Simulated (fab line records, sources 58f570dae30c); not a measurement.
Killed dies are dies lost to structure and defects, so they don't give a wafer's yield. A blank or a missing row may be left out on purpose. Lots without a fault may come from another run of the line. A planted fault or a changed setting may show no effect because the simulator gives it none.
fab line records | flow berkeley_cmos170
record lots=5 wafers=15 last_day=10
route steps=331 shown M2@286 V2@292 M3@309
lots that met no fault: from a run of the same line without faults
start_h: hours from the record's first day to the start of the lot's first wafer shown | wait_h: hours since the lot's step before | " the same as in the row above | L1.1+2: a row that stands for several wafers | - no value, or no start given | * or withheld: withheld | < > ~ a bound
route shown NAME@n: a module of which the file shows steps, and the number in the route of the first | usual: mean/standard deviation of fault-free wafers | same: alike in all rows | chamber/n: place in a boat | sites: the reading at each site | _std_site: their standard deviation | _edge_site: outer sites' mean less inner sites' | radius_mm: how far each site lies from the wafer's centre | mask NAME#n: copy n | behind: the tool/chamber that last shaped the wafer | hold: why the lot was held/for how many hours/how that ended | device: the transistor (n, p or np) that didn't switch | end of line: the same wafers' tests at the end of the route | a step without rows: its recipe alone | killed: dies lost to structure and defects at the first sort, not the wafer's yield | map: a wafer's dies, x killed, . not, _ none there
set.NAME: the setting as run; set.NAME@STEP: as run at that earlier step | model.NAME: the simulator's own value behind a step, which no gauge read
lots at some steps of the route; a table a step, a row a wafer
services: from which hour (start_h, from the record's first day; less than 0 if before it) a tool's chamber was out of use, for how many hours, and why
## steps
# step UCB170_M2_CD_MEAS_15
# recipe target_cd_nm=700
# usual cd_nm=699.7/1.1
# columns lot.wafer tool chamber start_h wait_h cd_nm
L074.2 cd_sem-02 - 181.13 - 699.2
L074.4 " - " " 698.6
L074.5 " - " " 698.8
L076.2 cd_sem-02 - 189.28 - 702.5
L076.3 " - " " 702.5
L076.5 " - " " 702.2
L079.1 cd_sem-02 - 204.47 - 698.1
L079.2 " - " " 700.3
L079.4 " - " " 697.7
L082.3 cd_sem-02 - 228.57 - 698.4
L082.4 " - " " 700.2
L082.6 " - " " 699.3
L085.2 cd_sem-01 - 243.71 - 700.6
L085.3 " - " " 700.0
L085.4 " - " " 699.9
# step UCB170_M2_OVL_MEAS_16
# usual M2_OVL=3/4.8
# columns lot.wafer tool chamber start_h wait_h M2_OVL[nm]
L074.2 overlay-01 - 181.24 0.1 13
L074.4 " - " " 7
L074.5 " - " " 0
L076.2 overlay-01 - 189.39 0.1 1
L076.3 " - " " -2
L076.5 " - " " 2
L079.1 overlay-02 - 204.59 0.1 -6
L079.2 " - " " 2
L079.4 " - " " 4
L082.3 overlay-01 - 228.66 0.1 4
L082.4 " - " " 1
L082.6 " - " " 5
L085.2 overlay-01 - 243.81 0.1 -1
L085.3 " - " " 5
L085.4 " - " " 5
# step UCB170_M2_ETCH_17
# recipe chemistry=N2/H2 target_depth_a=withheld overetch_a=withheld target=BARC time_s=withheld source_w=500 bias_w=100 pressure_mtorr=30 n2_flow_sccm=100 h2_flow_sccm=200
# usual drypump_motor_current_A=5.7/0.41 h2_flow_sccm=200.0/0.61 oes_product_au=1.015/0.023 rf_fwd_power_W=495.6/1.8 throttle_valve_pct=13.14/0.2
# columns lot.wafer tool chamber start_h wait_h drypump_motor_current_A h2_flow_sccm oes_product_au rf_fwd_power_W throttle_valve_pct
L074.2 rie_diel-03 1 181.27 0.0 5.8 200.3 0.993 495.8 12.85
L074.4 " 2 " " 5.2 200.6 1.011 497.8 13.29
L074.5 " 3 " " 5.4 199.2 1.036 492.9 13.31
L076.2 rie_diel-03 3 189.42 0.0 5.3 200.4 1.028 495.4 13.31
L076.3 " 0 " " 5.5 200.1 1.013 494.6 13.09
L076.5 " 2 " " 5.2 200.7 1.021 495.3 13.31
L079.1 rie_diel-04 1 204.62 0.0 6.0 200.0 1.024 495.7 12.92
L079.2 " 0 " " 5.2 200.1 1.018 495.8 12.96
L079.4 " 3 " " 5.8 198.7 1.003 497.4 13.45
L082.3 rie_diel-03 3 228.68 0.0 5.3 200.1 1.048 494.4 13.30
L082.4 " 0 " " 5.5 200.2 1.021 495.3 13.09
L082.6 " 3 " " 5.3 200.2 1.049 494.5 13.32
L085.2 rie_diel-03 0 243.84 0.0 5.5 200.3 1.017 494.2 13.11
L085.3 " 2 " " 5.2 200.0 1.020 495.2 13.40
L085.4 " 1 " " 5.8 199.3 0.991 494.3 12.84
# step UCB170_M2_METAL_ETCH_18
# recipe chemistry=Cl2/BCl3 target=Al stop_on=SiO2 pressure_mtorr=12 target_depth_a=11700 over_etch_frac=0.3 time_s=195 icp_w=600 bias_w=120 Cl2_flow_sccm=90 bcl3_flow_sccm=45
# usual drypump_motor_current_A=5.89/0.07 oes_product_au=0.857/0.011 rf_fwd_power_W=598.2/2 throttle_valve_pct=24.46/0.21
# columns lot.wafer tool chamber start_h wait_h drypump_motor_current_A oes_product_au rf_fwd_power_W rf_hours_counter_h throttle_valve_pct
L074.2 rie_metal-02 1 181.31 - 5.94 0.858 597.9 3 24.64
L074.4 " 0 " " 5.77 0.840 596.5 - 24.25
L074.5 " 0 " " 5.78 0.819 596.5 - 24.23
L076.2 rie_metal-04 1 189.52 - 5.88 0.861 598.8 - 24.16
L076.3 " 1 " " 5.85 0.849 598.3 - 24.17
L076.5 " 1 " " 5.86 0.849 599.0 - 24.17
L079.1 rie_metal-04 0 204.67 - 5.89 0.873 596.6 2 24.34
L079.2 " 1 " " 5.88 0.859 596.6 6 24.15
L079.4 " 1 " " 5.86 0.839 598.8 - 24.16
L082.3 rie_metal-02 0 228.79 - 5.79 0.859 597.0 - 24.31
L082.4 " 1 " " 5.98 0.865 598.7 - 24.64
L082.6 " 0 " " 5.78 0.869 599.2 - 24.31
L085.2 rie_metal-02 0 243.89 - 5.79 0.868 602.0 1 24.31
L085.3 " 0 " " 5.79 0.855 598.9 - 24.32
L085.4 " 1 " " 5.97 0.868 594.2 - 24.65
# step UCB170_M2_STRIP_19
# recipe chemistry=O2 power_w=400 pressure_mtorr=3500 platen_temp_c=withheld o2_flow_sccm=400 overash_fraction=0.5
# usual drypump_motor_current_A=6.1/0.32 oes_product_au=0.540/0.023
# columns lot.wafer tool chamber start_h wait_h drypump_motor_current_A oes_product_au rf_hours_counter_h
L074.2 plasma_asher-02 0 181.50 0.1 6.1 0.501 43
L074.4 " 1 " " 6.3 0.507 -
L074.5 " 0 " " 6.1 0.506 -
L076.2 plasma_asher-02 1 189.83 0.2 6.3 0.539 44
L076.3 " 0 " " 6.1 0.543 -
L076.5 " 1 " " 6.3 0.537 -
L079.1 plasma_asher-03 1 204.85 0.1 6.8 0.556 39
L079.2 " 0 " " 6.0 0.551 39
L079.4 " 1 " " 6.7 0.558 -
L082.3 plasma_asher-03 0 228.94 0.1 5.9 0.496 -
L082.4 " 1 " " 6.7 0.488 -
L082.6 " 0 " " 5.9 0.503 -
L085.2 plasma_asher-02 0 244.07 0.1 6.1 0.506 51
L085.3 " 1 " " 6.3 0.508 -
L085.4 " 0 " " 6.1 0.509 -
# step UCB170_M2_CD_MEAS_90
# recipe target_cd_nm=700
# usual cd_nm=698/5.1
# columns lot.wafer tool chamber start_h wait_h cd_nm
L074.2 cd_sem-02 - 181.62 0.1 689
L074.4 " - " " 693
L074.5 " - " " 692
L076.2 cd_sem-02 - 189.95 0.1 706
L076.3 " - " " 704
L076.5 " - " " 704
L079.1 cd_sem-02 - 204.95 0.1 702
L079.2 " - " " 705
L079.4 " - " " 702
L082.3 cd_sem-02 - 229.05 0.1 695
L082.4 " - " " 695
L082.6 " - " " 697
L085.2 cd_sem-01 - 244.19 0.1 695
L085.3 " - " " 692
L085.4 " - " " 690
# step UCB170_V2_CVD_00
# recipe material=SiO2 target_thk_nm=2000 temp_c=390 precursor=TEOS/O2 time_s=250 rf_w=550 pressure_mtorr=9000
# usual heater_power_w=275/51 pressure_mtorr=9001/17 rf_fwd_power_W=548.3/1.7
# columns lot.wafer tool chamber start_h wait_h heater_power_w pressure_mtorr rf_fwd_power_W
L074.2 pecvd-02 0 181.72 0.1 199 9001 548.4
L074.4 " 0 " " 264 9030 546.6
L074.5 " 2 " " 273 9015 550.5
L076.2 pecvd-03 1 190.05 0.1 274 9016 548.7
L076.3 " 2 " " 334 9020 548.1
L076.5 " 0 " " 401 8977 549.9
L079.1 pecvd-01 0 205.07 0.1 309 9010 551.9
L079.2 " 2 " " 312 8987 547.4
L079.4 " 0 " " 219 8972 549.5
L082.3 pecvd-03 0 229.13 0.1 380 9002 549.4
L082.4 " 0 " " 291 8989 545.7
L082.6 " 2 " " 259 9000 548.9
L085.2 pecvd-03 2 244.29 0.1 316 9013 548.2
L085.3 " 1 " " 330 9007 547.1
L085.4 " 0 " " 302 8978 548.7
# step UCB170_V2_THK_MEAS_01
# recipe reads=SiO2_of_V2_CVD_00
# usual V2_TEOS_THK=2005/32
# columns lot.wafer tool chamber start_h wait_h V2_TEOS_THK[nm]
L074.2 film_metro-03 - 181.88 0.1 1998
L074.4 " - " " 2036
L074.5 " - " " 2035
L076.2 film_metro-04 - 190.22 0.1 1993
L076.3 " - " " 2044
L076.5 " - " " 2018
L079.1 film_metro-04 - 205.23 0.1 1954
L079.2 " - " " 2030
L079.4 " - " " 1977
L082.3 film_metro-04 - 229.31 0.1 1990
L082.4 " - " " 2026
L082.6 " - " " 2024
L085.2 film_metro-02 - 244.46 0.1 1999
L085.3 " - " " 1975
L085.4 " - " " 2017
# step UCB170_V2_CMP_02
# recipe material=SiO2 down_force_psi=6 platen_rpm=60 pad_velocity_m_s=0.75398
# usual head_pressure_psi=5.999/0.013 motor_current_A=16.5/1.5 retaining_ring_pressure_frac=1.000/0.0055
# columns lot.wafer tool chamber start_h wait_h head_pressure_psi motor_current_A retaining_ring_pressure_frac
L074.2 cmp-02 2 181.98 0.1 6.017 17.5 1.003
L074.4 " 3 " " 6.015 16.1 1.003
L074.5 " 1 " " 5.971 15.9 1.002
L076.3 cmp-01 2 190.32 0.1 6.012 15.5 0.992
L076.2 " 0 " " 6.017 17.8 1.009
L076.5 " 2 " " 6.011 15.5 0.992
L079.1 cmp-02 2 205.29 0.1 6.006 17.3 1.001
L079.2 " 3 " " 5.989 16.1 0.995
L079.4 " 0 " " 5.995 16.5 0.997
L082.4 cmp-02 3 229.35 0.0 6.016 15.0 1.003
L082.3 " 1 " " 6.006 16.5 1.003
L082.6 " 0 " " 6.004 15.5 1.003
L085.2 cmp-02 2 244.56 0.1 5.987 17.9 1.007
L085.3 " 3 " " 5.996 15.6 1.003
L085.4 " 0 " " 5.976 16.1 0.994
# step UCB170_V2_BOW_MEAS_03
# recipe mode=bow
# usual V2_BOW=36/6.8
# columns lot.wafer tool chamber start_h wait_h V2_BOW[um]
L074.2 film_metro-03 - 182.25 0.2 41
L074.4 " - " " 42
L074.5 " - " " 40
L076.2 film_metro-04 - 190.59 0.1 40
L076.3 " - " " 36
L076.5 " - " " 39
L079.1 film_metro-03 - 205.59 0.2 33
L079.2 " - " " 35
L079.4 " - " " 26
L082.3 film_metro-04 - 229.69 0.2 26
L082.4 " - " " 35
L082.6 " - " " 24
L085.2 film_metro-04 - 244.83 0.2 32
L085.3 " - " " 25
L085.4 " - " " 37
# step UCB170_V2_THK_MEAS_04
# recipe reads=SiO2_of_V2_CVD_00
# usual V2_POLISHED_THK=1000.3/1.3
# columns lot.wafer tool chamber start_h wait_h V2_POLISHED_THK[nm]
L074.2 film_metro-03 - 182.36 0.1 1002.9
L074.4 " - " " 1000.9
L074.5 " - " " 1001.5
L076.2 film_metro-04 - 190.70 0.1 1002.0
L076.3 " - " " 1000.2
L076.5 " - " " 1001.8
L079.1 film_metro-03 - 205.71 0.1 999.3
L079.2 " - " " 997.2
L079.4 " - " " 999.3
L082.3 film_metro-04 - 229.79 0.1 998.9
L082.4 " - " " 999.7
L082.6 " - " " 1000.2
L085.2 film_metro-04 - 244.94 0.1 1000.5
L085.3 " - " " 998.3
L085.4 " - " " 999.6
# step UCB170_V2_CLEAN_05
# recipe chemistry=DIW
# columns lot.wafer tool chamber start_h wait_h
L074.2+4+5 wet_bench-03 2 182.41 0.0
L076.2+3+5 wet_bench-03 1 191.22 0.5
L079.1+2+4 wet_bench-03 3 205.77 0.1
L082.3+4+6 wet_bench-03 3 230.13 0.3
L085.2+3+4 wet_bench-02 0 244.99 0.0
# step UCB170_V2_HMDS_06
# recipe prime_time_s=60 prime_temp_c=100
# columns lot.wafer tool chamber start_h wait_h
L074.2+4+5 litho_track-02 0 182.78 0.2
L076.2+3+5 litho_track-03 0 191.44 0.0
L079.1+2+4 litho_track-02 0 205.94 0.0
L082.3+4+6 litho_track-03 0 230.36 0.1
L085.2+3+4 litho_track-03 0 245.19 0.0
# step UCB170_V2_COAT_07
# recipe resist=KrF spin_rpm=1500 resist_thk_nm=900
# columns lot.wafer tool chamber start_h wait_h
L074.2+4+5 litho_track-02 0 182.93 0.1
L076.2+3+5 litho_track-03 0 191.59 0.1
L079.1+2+4 litho_track-02 0 206.09 0.1
L082.3+4+6 litho_track-03 0 230.51 0.1
L085.2+3+4 litho_track-03 0 245.34 0.1
# step UCB170_V2_SOFTBAKE_08
# recipe resist=KrF temp_c=130 time_s=60
# columns lot.wafer tool chamber start_h wait_h
L074.2+4+5 litho_track-02 0 183.08 0.1
L076.2+3+5 litho_track-03 0 191.74 0.1
L079.1+2+4 litho_track-02 0 206.24 0.1
L082.3+4+6 litho_track-03 0 230.66 0.1
L085.2+3+4 litho_track-03 0 245.49 0.1
# step UCB170_V2_EXPOSE_09
# recipe mask_id=VIA2 target_cd_nm=700 na=0.5 sigma_outer=0.6 source_shape=conventional dose_mj=37
# same sigma_outer=0.6
# columns lot.wafer tool chamber start_h wait_h mask
L074.2+4+5 krf_scanner-01 0 183.22 0.1 VIA2#0
L076.2+3+5 krf_scanner-01 0 191.88 0.1 VIA2#0
L079.1+2+4 krf_scanner-02 0 206.39 0.1 VIA2#0
L082.3+4+6 krf_scanner-01 0 230.79 0.1 VIA2#0
L085.2+3+4 krf_scanner-02 0 245.76 0.2 VIA2#0
# step UCB170_V2_PEB_10
# recipe peb_temp_c=130 peb_time_s=withheld resist=KrF
# columns lot.wafer tool chamber start_h wait_h
L074.2+4+5 litho_track-03 0 183.34 0.1
L076.2+3+5 litho_track-01 0 192.08 0.2
L079.1+2+4 litho_track-02 0 206.51 0.1
L082.3+4+6 litho_track-01 0 231.11 0.3
L085.2+3+4 litho_track-03 0 245.91 0.1
# step UCB170_V2_DEVELOP_11
# recipe developer=TMAH develop_time_s=45 resist=KrF dev_temp_c=21
# columns lot.wafer tool chamber start_h wait_h
L074.2+4+5 litho_track-03 0 - -
L076.2+3+5 litho_track-01 0 - -
L079.1+2+4 litho_track-02 0 - -
L082.3+4+6 litho_track-01 0 - -
L085.2+3+4 litho_track-03 0 - -
# step UCB170_V2_CD_MEAS_12
# recipe target_cd_nm=700
# usual cd_nm=700.2/1.5
# columns lot.wafer tool chamber start_h wait_h cd_nm
L074.2 cd_sem-02 - 183.62 - 700.9
L074.4 " - " " 698.5
L074.5 " - " " 698.1
L076.2 cd_sem-01 - 192.35 - 698.8
L076.3 " - " " 698.0
L076.5 " - " " 698.2
L079.1 cd_sem-01 - 206.85 - 700.7
L079.2 " - " " 700.5
L079.4 " - " " 701.3
L082.3 cd_sem-02 - 231.37 - 698.9
L082.4 " - " " 701.5
L082.6 " - " " 701.0
L085.2 cd_sem-02 - 246.18 - 698.5
L085.3 " - " " 696.5
L085.4 " - " " 697.1
# step UCB170_V2_OVL_MEAS_13
# usual V2_OVL=-5/4.7
# columns lot.wafer tool chamber start_h wait_h V2_OVL[nm]
L074.2 overlay-02 - 183.72 0.1 -12
L074.4 " - " " -12
L074.5 " - " " -8
L076.2 overlay-02 - 192.45 0.1 6
L076.3 " - " " 0
L076.5 " - " " 4
L079.1 overlay-02 - 206.97 0.1 2
L079.2 " - " " 4
L079.4 " - " " -3
L082.3 overlay-02 - 231.46 0.1 -6
L082.4 " - " " -1
L082.6 " - " " -5
L085.2 overlay-02 - 246.29 0.1 -5
L085.3 " - " " -3
L085.4 " - " " -5
# step UCB170_V2_ETCH_14
# recipe chemistry=CHF3/CF4/Ar target=SiO2 stop_on=Al CHF3_flow_sccm=45 cf4_flow_sccm=15 Ar_flow_sccm=150 pressure_mtorr=200 rf_w=700 target_depth_a=12500 over_etch_frac=0.25 time_s=291
# usual drypump_motor_current_A=5.8/0.45 oes_product_au=0.879/0.016 rf_fwd_power_W=698.7/2.2 throttle_valve_pct=6.96/0.14
# columns lot.wafer tool chamber start_h wait_h drypump_motor_current_A oes_product_au rf_fwd_power_W rf_hours_counter_h throttle_valve_pct
L074.2 rie_diel-01 3 183.75 0.0 5.4 0.883 697.5 64 7.00
L074.4 " 0 " " 6.7 0.874 699.1 106 7.02
L074.5 " 0 " " 6.7 0.878 693.5 - 7.02
L076.2 rie_diel-04 0 192.48 0.0 5.2 0.889 695.4 122 6.73
L076.3 " 1 " " 6.0 0.887 697.6 24 6.82
L076.5 " 1 " " 6.0 0.887 700.0 - 6.82
L079.1 rie_diel-03 2 207.00 0.0 5.2 0.871 694.9 145 6.96
L079.2 " 0 " " 5.5 0.871 698.5 16 7.02
L079.4 " 2 " " 5.2 0.878 696.0 - 6.94
L082.3 rie_diel-01 0 231.49 0.0 6.6 0.880 693.7 109 7.00
L082.4 " 1 " " 5.9 0.898 696.4 - 7.19
L082.6 " 2 " " 5.8 0.860 700.0 - 7.02
L085.2 rie_diel-04 3 246.32 0.0 5.8 0.880 699.1 16 7.06
L085.3 " 0 " " 5.2 0.891 703.1 124 6.72
L085.4 " 2 " " 6.4 0.855 695.6 94 6.84
# step UCB170_V2_STRIP_15
# recipe chemistry=O2 power_w=400 pressure_mtorr=3500 platen_temp_c=withheld o2_flow_sccm=400 overash_fraction=0.5
# usual drypump_motor_current_A=6.04/0.24 oes_product_au=0.722/0.0049 strip_time_to_endpoint_s=15.32/0.17
# columns lot.wafer tool chamber start_h wait_h drypump_motor_current_A oes_product_au rf_hours_counter_h strip_time_to_endpoint_s
L074.2 plasma_asher-01 1 183.93 0.1 5.63 0.724 7 15.23
L074.4 " 0 " " 6.24 0.731 - 15.66
L074.5 " 0 " " 6.25 0.725 - 15.64
L076.2 plasma_asher-01 1 192.66 0.1 5.66 0.721 8 15.27
L076.3 " 1 " " 5.66 0.718 - 15.30
L076.5 " 0 " " 6.22 0.724 - 15.23
L079.1 plasma_asher-04 1 207.18 0.1 5.73 0.725 53 15.12
L079.2 " 0 " " 5.81 0.723 53 15.19
L079.4 " 1 " " 5.72 0.724 - 15.12
L082.3 plasma_asher-02 0 231.70 0.1 6.05 0.719 - 15.51
L082.4 " 1 " " 6.27 0.710 - 15.05
L082.6 " 1 " " 6.28 0.727 - 15.53
L085.2 plasma_asher-02 1 246.50 0.1 6.29 0.714 51 15.21
L085.3 " 1 " " 6.31 0.716 - 15.32
L085.4 " 0 " " 6.07 0.724 - 15.18
# step UCB170_V2_CD_MEAS_90
# recipe target_cd_nm=700
# usual cd_nm=700.0/1.5
# columns lot.wafer tool chamber start_h wait_h cd_nm
L074.2 cd_sem-02 - 184.05 0.1 699.6
L074.4 " - " " 697.5
L074.5 " - " " 697.3
L076.2 cd_sem-02 - 192.78 0.1 699.3
L076.3 " - " " 698.5
L076.5 " - " " 698.7
L079.1 cd_sem-02 - 207.28 0.1 700.1
L079.2 " - " " 699.9
L079.4 " - " " 700.8
L082.3 cd_sem-01 - 231.81 0.1 698.9
L082.4 " - " " 700.1
L082.6 " - " " 701.1
L085.2 cd_sem-02 - 246.62 0.1 698.9
L085.3 " - " " 698.1
L085.4 " - " " 697.8
# step UCB170_M3_PRE_CLEAN_00
# recipe gas=Ar preclean_etch_time_s=60
# columns lot.wafer tool chamber start_h wait_h
L074.2+4+5 pvd_sputter-01 - 184.15 0.1
L076.2+3+5 pvd_sputter-03 - 192.88 0.1
L079.1+2+4 pvd_sputter-01 - 207.40 0.1
L082.3+4+6 pvd_sputter-01 - 231.89 0.1
L085.2+3+4 pvd_sputter-03 - 246.72 0.1
# step UCB170_M3_SPUTTER_01
# recipe material=Al target_thk_nm=900 time_s=120 power_w=6000 chamber_pressure_pa=0.5
# usual throttle_valve_pct=30.3/0.84
# columns lot.wafer tool chamber start_h wait_h throttle_valve_pct
L074.2 pvd_sputter-01 - 184.22 0.0 31.8
L074.4 " - " " 29.5
L074.5 " - " " 31.8
L076.2 pvd_sputter-03 - 192.95 0.0 30.3
L076.3 " - " " 30.5
L076.5 " - " " 29.6
L079.1 pvd_sputter-01 - 207.47 0.0 30.3
L079.2 " - " " 31.4
L079.4 " - " " 29.4
L082.3 pvd_sputter-01 - 231.95 0.0 31.8
L082.4 " - " " 30.2
L082.6 " - " " 31.9
L085.2 pvd_sputter-03 - 246.78 0.0 30.3
L085.3 " - " " 30.3
L085.4 " - " " 29.5
# step UCB170_M3_RS_MEAS_02
# recipe thk_meas_gauge=four-point-probe reads=Al_of_M3_SPUTTER_01
# usual M3_AL_RS=0.0320/0.00038
# columns lot.wafer tool chamber start_h wait_h M3_AL_RS[ohm/sq]
L074.2 film_metro-02 - 184.36 0.1 0.0324
L074.4 " - " " 0.0322
L074.5 " - " " 0.0325
L076.2 film_metro-03 - 193.05 0.1 0.0313
L076.3 " - " " 0.0318
L076.5 " - " " 0.0324
L079.1 film_metro-03 - 207.55 0.0 0.0315
L079.2 " - " " 0.0317
L079.4 " - " " 0.0316
L082.3 film_metro-01 - 232.08 0.1 0.0318
L082.4 " - " " 0.0314
L082.6 " - " " 0.0320
L085.2 film_metro-01 - 246.89 0.1 0.0320
L085.3 " - " " 0.0319
L085.4 " - " " 0.0327
# step UCB170_M3_THK_MEAS_03
# recipe thk_meas_gauge=xrf reads=Al_of_M3_SPUTTER_01
# usual M3_AL_THK=909/12
# columns lot.wafer tool chamber start_h wait_h M3_AL_THK[nm]
L074.2 film_metro-02 - 184.47 0.1 901
L074.4 " - " " 905
L074.5 " - " " 900
L076.2 film_metro-03 - 193.16 0.1 935
L076.3 " - " " 916
L076.5 " - " " 901
L079.1 film_metro-03 - 207.67 0.1 926
L079.2 " - " " 922
L079.4 " - " " 930
L082.3 film_metro-01 - 232.18 0.1 909
L082.4 " - " " 921
L082.6 " - " " 903
L085.2 film_metro-01 - 247.00 0.1 903
L085.3 " - " " 905
L085.4 " - " " 886
# step UCB170_M3_HMDS_04
# recipe prime_time_s=60 prime_temp_c=100
# columns lot.wafer tool chamber start_h wait_h
L074.2+4+5 litho_track-04 0 184.87 0.4
L076.2+3+5 litho_track-04 0 193.24 0.1
L079.1+2+4 litho_track-04 0 208.25 0.6
L082.3+4+6 litho_track-04 0 232.27 0.1
L085.2+3+4 litho_track-01 0 247.07 0.1
# step UCB170_M3_COAT_05
# recipe resist=KrF spin_rpm=1500 resist_thk_nm=900
# columns lot.wafer tool chamber start_h wait_h
L074.2+4+5 litho_track-04 0 185.02 0.1
L076.2+3+5 litho_track-04 0 193.39 0.1
L079.1+2+4 litho_track-04 0 208.40 0.1
L082.3+4+6 litho_track-04 0 232.42 0.1
L085.2+3+4 litho_track-01 0 247.22 0.1
# step UCB170_M3_SOFTBAKE_06
# recipe resist=KrF temp_c=130 time_s=60
# columns lot.wafer tool chamber start_h wait_h
L074.2+4+5 litho_track-04 0 185.17 0.1
L076.2+3+5 litho_track-04 0 193.54 0.1
L079.1+2+4 litho_track-04 0 208.55 0.1
L082.3+4+6 litho_track-04 0 232.57 0.1
L085.2+3+4 litho_track-01 0 247.37 0.1
# step UCB170_M3_STRIP_07
# recipe chemistry=O2 power_w=400 pressure_mtorr=3500 platen_temp_c=withheld o2_flow_sccm=400 overash_fraction=0.5
# usual drypump_motor_current_A=6.0/0.39 oes_product_au=0.734/0.0048 strip_time_to_endpoint_s=21.99/0.068
# columns lot.wafer tool chamber start_h wait_h drypump_motor_current_A oes_product_au rf_hours_counter_h strip_time_to_endpoint_s
L074.2 plasma_asher-01 1 185.29 0.1 5.7 0.735 7 22.01
L074.4 " 0 " " 6.2 0.731 - 21.98
L074.5 " 0 " " 6.2 0.727 - 21.94
L076.2 plasma_asher-04 1 193.66 0.1 5.7 0.736 51 22.01
L076.3 " 1 " " 5.7 0.737 - 22.00
L076.5 " 1 " " 5.7 0.736 - 22.04
L079.1 plasma_asher-04 1 208.70 0.1 5.7 0.736 53 22.05
L079.2 " 0 " " 5.8 0.721 53 22.09
L079.4 " 0 " " 5.8 0.724 - 22.02
L082.3 plasma_asher-01 1 232.70 0.1 5.6 0.731 - 21.89
L082.4 " 0 " " 6.2 0.732 - 21.83
L082.6 " 0 " " 6.2 0.733 - 21.84
L085.2 plasma_asher-04 1 247.50 0.1 5.7 0.738 58 21.99
L085.3 " 1 " " 5.7 0.736 - 21.99
L085.4 " 0 " " 5.8 0.746 - 22.07
# step UCB170_M3_STRIP_08
# recipe chemistry=DMSO temp_c=80 time_s=600 material=KrF
# columns lot.wafer tool chamber start_h wait_h
L074.2+4+5 wet_bench-01 0 185.39 0.1
L076.2+3+5 wet_bench-03 2 193.76 0.1
L079.1+2+4 wet_bench-03 1 208.80 0.1
L082.3+4+6 wet_bench-01 1 234.57 1.8
L085.2+3+4 wet_bench-01 0 248.03 0.5
# step UCB170_M3_COAT_09
# recipe resist=BARC temp_c=withheld time_s=withheld spin_rpm=3000 resist_thk_nm=withheld
# columns lot.wafer tool chamber start_h wait_h
L074.2+4+5 litho_track-01 0 185.79 0.2
L076.2+3+5 litho_track-01 0 194.31 0.4
L079.1+2+4 litho_track-04 0 209.15 0.2
L082.3+4+6 litho_track-02 0 234.80 0.1
L085.2+3+4 litho_track-04 0 248.23 0.0
# step UCB170_M3_COAT_10
# recipe resist=KrF spin_rpm=1500 resist_thk_nm=900
# columns lot.wafer tool chamber start_h wait_h
L074.2+4+5 litho_track-01 0 - -
L076.2+3+5 litho_track-01 0 - -
L079.1+2+4 litho_track-04 0 - -
L082.3+4+6 litho_track-02 0 - -
L085.2+3+4 litho_track-04 0 - -
# step UCB170_M3_SOFTBAKE_11
# recipe resist=KrF temp_c=130 time_s=60
# columns lot.wafer tool chamber start_h wait_h
L074.2+4+5 litho_track-01 0 - -
L076.2+3+5 litho_track-01 0 - -
L079.1+2+4 litho_track-04 0 - -
L082.3+4+6 litho_track-02 0 - -
L085.2+3+4 litho_track-04 0 - -
# step UCB170_M3_EXPOSE_12
# recipe mask_id=METAL3 target_cd_nm=700 na=0.5 sigma_outer=0.6 source_shape=conventional dose_mj=26
# same sigma_outer=0.6
# columns lot.wafer tool chamber start_h wait_h mask
L074.2+4+5 krf_scanner-01 0 186.24 - METAL3#0
L076.2+3+5 krf_scanner-01 0 194.75 - METAL3#0
L079.1+2+4 krf_scanner-01 0 209.72 - METAL3#0
L082.3+4+6 krf_scanner-01 0 235.60 - METAL3#0
L085.2+3+4 krf_scanner-01 0 248.68 - METAL3#0
# step UCB170_M3_PEB_13
# recipe peb_temp_c=130 peb_time_s=withheld resist=KrF
# columns lot.wafer tool chamber start_h wait_h
L074.2+4+5 litho_track-04 0 186.77 0.5
L076.2+3+5 litho_track-04 0 195.47 0.7
L079.1+2+4 litho_track-02 0 210.05 0.3
L082.3+4+6 litho_track-04 0 236.21 0.6
L085.2+3+4 litho_track-04 0 248.80 0.1
# step UCB170_M3_DEVELOP_14
# recipe developer=TMAH develop_time_s=45 resist=KrF dev_temp_c=21
# columns lot.wafer tool chamber start_h wait_h
L074.2+4+5 litho_track-04 0 - -
L076.2+3+5 litho_track-04 0 - -
L079.1+2+4 litho_track-02 0 - -
L082.3+4+6 litho_track-04 0 - -
L085.2+3+4 litho_track-04 0 - -
# step UCB170_M3_CD_MEAS_15
# recipe target_cd_nm=700
# usual cd_nm=700.1/1.4
# columns lot.wafer tool chamber start_h wait_h cd_nm
L074.2 cd_sem-01 - 187.10 - 699.6
L074.4 " - " " 700.1
L074.5 " - " " 698.9
L076.2 cd_sem-01 - 195.74 - 699.1
L076.3 " - " " 697.8
L076.5 " - " " 699.3
L079.1 cd_sem-02 - 210.33 - 699.7
L079.2 " - " " 698.1
L079.4 " - " " 699.8
L082.3 cd_sem-02 - 236.48 - 700.8
L082.4 " - " " 700.7
L082.6 " - " " 700.9
L085.2 cd_sem-01 - 249.07 - 701.4
L085.3 " - " " 700.5
L085.4 " - " " 701.4
# step UCB170_M3_OVL_MEAS_16
# usual M3_OVL=0/4.5
# columns lot.wafer tool chamber start_h wait_h M3_OVL[nm]
L074.2 overlay-02 - 187.21 0.1 3
L074.4 " - " " 6
L074.5 " - " " 6
L076.2 overlay-02 - 195.84 0.1 4
L076.3 " - " " -5
L076.5 " - " " -2
L079.1 overlay-01 - 210.45 0.1 2
L079.2 " - " " -1
L079.4 " - " " -2
L082.3 overlay-01 - 236.57 0.1 1
L082.4 " - " " -1
L082.6 " - " " -1
L085.2 overlay-01 - 249.18 0.1 2
L085.3 " - " " -2
L085.4 " - " " -2
## services
# columns tool chamber start_h hours kind
krf_scanner-01 - 157.55 0.8 pm
rie_metal-04 1 159.97 3.9 repair
rie_diel-03 2 162.96 12.8 repair
rie_metal-04 - 166.35 1.4 repair
rie_metal-04 0 167.78 24.1 repair
wet_bench-03 - 169.28 1.9 pm
rie_diel-03 0 174.71 10.0 repair
cmp-02 - 177.00 2.8 repair
rie_diel-04 3 178.64 18.2 repair
pecvd-02 - 178.94 1.5 repair
pecvd-03 - 186.60 2.8 pm
pvd_sputter-03 - 195.01 0.5 repair
rie_metal-02 - 197.80 0.4 repair
plasma_asher-03 - 200.49 3.8 repair
plasma_asher-01 - 206.34 3.1 repair
rie_diel-03 1 206.91 1.3 repair
wet_bench-01 - 222.40 2.3 repair
pecvd-01 - 223.91 1.0 repair
rie_diel-04 - 229.43 2.8 pm
krf_scanner-02 - 230.82 1.3 pm
rie_diel-01 3 231.00 4.5 repair
krf_scanner-01 - 232.29 1.3 pm
cmp-02 - 233.68 1.7 repair
rie_diel-03 3 245.90 2.9 repair
## key
fault none
